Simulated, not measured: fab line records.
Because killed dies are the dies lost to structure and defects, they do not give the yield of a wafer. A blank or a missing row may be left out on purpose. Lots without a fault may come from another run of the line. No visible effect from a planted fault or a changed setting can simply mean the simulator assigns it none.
Problem report, 8D (eight disciplines) form, completed by code || flow berkeley-cmos170 || the parts of the form that need people (team, actions taken, sign-off) are left out

1. WHAT IS WRONG
ph3-flow-sccm at UCB170_CONTACT_CVD_01 reads a mean of 20.02 sccm on 6 wafers of 2 lots; wafers without a fault read 25.01 sccm with a standard deviation of 0.076. That is -66 standard deviations from the usual mean.
The step: deposits PSG from SiH4/O2/PH3, target thk 700 nm, time 2820 s.
Earliest sighting: wafer L502.1 on lpcvd-01 at day 9 20:02. At this step, 42 wafers from 14 lots have a number in the record. The rule behind "out" and "out of limits": a value lying over 4 standard deviations away from the usual mean. All remaining wafers that have a number are taken as sound.

2. WHAT IT IS, AND WHAT IT ISN'T
{"question": "which readings at this step", "is": "ph3-flow-sccm", "is not": "spike-tc-centre-C"}
{"question": "which lots", "is": "L502, L504", "is not": "L488, L489, L490, L491, L493, L494, L495, L501, L508, L509, L510, L511"}
{"question": "which wafers of those lots", "is": "all that have a number", "is not": "-"}
{"question": "read on which tools", "is": "lpcvd-01", "is not": "lpcvd-02"}
{"question": "when", "is": "from day 9 20:02", "is not": "up to then (24 sound wafers); but 12 sound wafers of L508, L509, L510, L511 came after"}

3. THE SUSPECTS, EACH WITH WHAT RULES IT OUT
Counting: a tool at any process step up to the reading remains a suspect when it ran all the lots that are out and ran no sound lot after the first of those.
- lpcvd-01 at UCB170_CONTACT_CVD_01 (deposits PSG from SiH4/O2/PH3, target thk 700 nm, time 2820 s): kept. It ran every lot that is out, first L502 (day 9 20:02), and no sound lot after that; its last sound lot up to then is L493 (day 7 15:29). Its own readings are out on those wafers: ph3-flow-sccm.
After counting, what remains is lpcvd-01 at UCB170_CONTACT_CVD_01.

4. THE CAUSE (what the simulator had put in)
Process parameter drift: lpcvd-01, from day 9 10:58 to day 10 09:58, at UCB170_CONTACT_CVD_01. Setting ph3-flow-sccm, moved by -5, from 25.
This tool alone remained once counting was done.

5. SEQUENCE OF EFFECTS, ordered by route
One row per reading whose mean, taken over the struck wafers that have a number, lies over 3 standard deviations from the usual. Only readings whose record carries a usual standard deviation are examined. hours: median over the lots of the time between each lot's start at the first step of this table that gives one and its start at this step. sigmas: the change, counted in usual standard deviations.
{"hours": 0, "step": "UCB170_CONTACT_CVD_01", "reading": "ph3-flow-sccm", "usual": "25.01 sccm", "on struck wafers": 20.02, "change": -5.00, "sigmas": -66}
It contains these process steps:
- UCB170_CONTACT_CVD_01: deposits PSG from SiH4/O2/PH3, target thk 700 nm, time 2820 s.
Later measuring or inspecting steps at which every struck wafer that the step has a row for has a number for every such reading, and none has moved that far: UCB170_CONTACT_THK_MEAS_02, UCB170_V1_CD_MEAS_90.

6. WHAT WOULD HAVE CAUGHT IT SOONER
9 hours passed between the start of the fault at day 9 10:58 and the first reading out of limits in this record, taken at day 9 20:02.
